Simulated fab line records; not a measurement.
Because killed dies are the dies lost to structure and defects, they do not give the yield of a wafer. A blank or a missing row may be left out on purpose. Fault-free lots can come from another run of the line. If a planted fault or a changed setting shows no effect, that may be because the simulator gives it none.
One fault seen from 2 desks :: flow berkeley cmos170 :: numbers are kept per desk, each desk with only its own; the story behind them comes last

AT THE METROLOGY DESK
Means of the sampled wafers that have a number, per lot and without regard to the tool the lot ran on: this is what the gauges read. Any lot whose mean is over 4 standard deviations away from the usual mean is out of limits and marked OUT; that distance is given in the brackets.
Columns: A = cd nm at UCB170_NLDD_CD_MEAS_06, usual 1200.2 nm; B = cd nm at UCB170_M1_CD_MEAS_09, usual 700.5 nm
lot: L757
first seen here: day 7 22:01
A: 1200.4
B: 701.8

lot: L758
first seen here: day 7 22:22
A: 1201.0
B: 702.9

lot: L759
first seen here: day 8 10:21
A: 1198.3
B: 700.5

lot: L761
first seen here: day 8 10:38
A: 1200.6
B: 698.4

lot: L762
first seen here: day 8 10:55
A: 1200.0
B: 700.0

lot: L760
first seen here: day 8 11:11
A: 1196.2
B: 697.8

lot: L764
first seen here: day 8 22:55
A: 1198.6
B: 699.8

lot: L766
first seen here: day 9 16:11
A: 1199.7
B: 700.9

lot: L767
first seen here: day 9 16:29
A: 1201.6
B: 700.2

lot: L774
first seen here: day 11 07:37
A: 1196.4
B: 703.0

lot: L773
first seen here: day 11 07:44
A: 1201.1
B: 736.7 (+24) OUT

lot: L776
first seen here: day 11 21:31
A: 1200.7
B: 700.0

lot: L779
first seen here: day 12 07:28
A: 1201.8
B: 729.4 (+19) OUT

lot: L780
first seen here: day 12 20:48
A: 1197.4
B: 701.6
This desk's verdict: out of limits on L773, L779, starting with L773 at day 12 04:41 (cd nm at UCB170_M1_CD_MEAS_09). L757, L758, L759, L761, L762, L760, L764, L766, L767, L774, L776, L780 stayed within limits.

TOOL OWNER'S DESK, krf scanner-01
The tool's own readings at UCB170_M1_EXPOSE_06 (exposes mask METAL1, target cd 700 nm): means of the sampled wafers that have a number, for each lot that ran on this tool. Any lot whose mean is over 4 standard deviations away from the usual mean is out of limits and marked OUT; that distance is given in the brackets.
Columns: A = exposure dose mJ cm2 at UCB170_M1_EXPOSE_06, usual 20.990
lot: L757
first seen here: day 8 23:08
A: 20.968

lot: L758
first seen here: day 9 00:07
A: 20.987

lot: L760
first seen here: day 9 09:01
A: 20.982

lot: L761
first seen here: day 9 12:43
A: 20.999

lot: L762
first seen here: day 9 13:08
A: 21.003

lot: L766
first seen here: day 10 11:34
A: 20.981

lot: L774
first seen here: day 12 02:50
A: 21.006

lot: L773
first seen here: day 12 04:17
A: 17.121 (-99 or more) OUT

lot: L779
first seen here: day 13 03:05
A: 17.881 (-99 or more) OUT
This desk's verdict: out of limits on L773, L779, starting with L773 at day 12 04:17 (exposure dose mJ cm2 at UCB170_M1_EXPOSE_06). L757, L758, L760, L761, L762, L766, L774 stayed within limits.

PUT TOGETHER
On L773, L779, at day 12 04:17, an alarm was possible from the tool owner's desk.
The metrology desk could have raised an alarm at day 12 04:41, on L773, L779.
On krf scanner-01, each named lot ran UCB170_M1_EXPOSE_06.

WHAT THE SIMULATOR PUT IN
Process parameter drift: krf scanner-01, from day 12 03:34 on, at UCB170_M1_EXPOSE_06. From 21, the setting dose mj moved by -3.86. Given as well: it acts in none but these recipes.
Shown lots that were struck: L773, L779.
Fault start to first reading out of limits, in hours, per desk: tool owner, 1; metrology, 1.
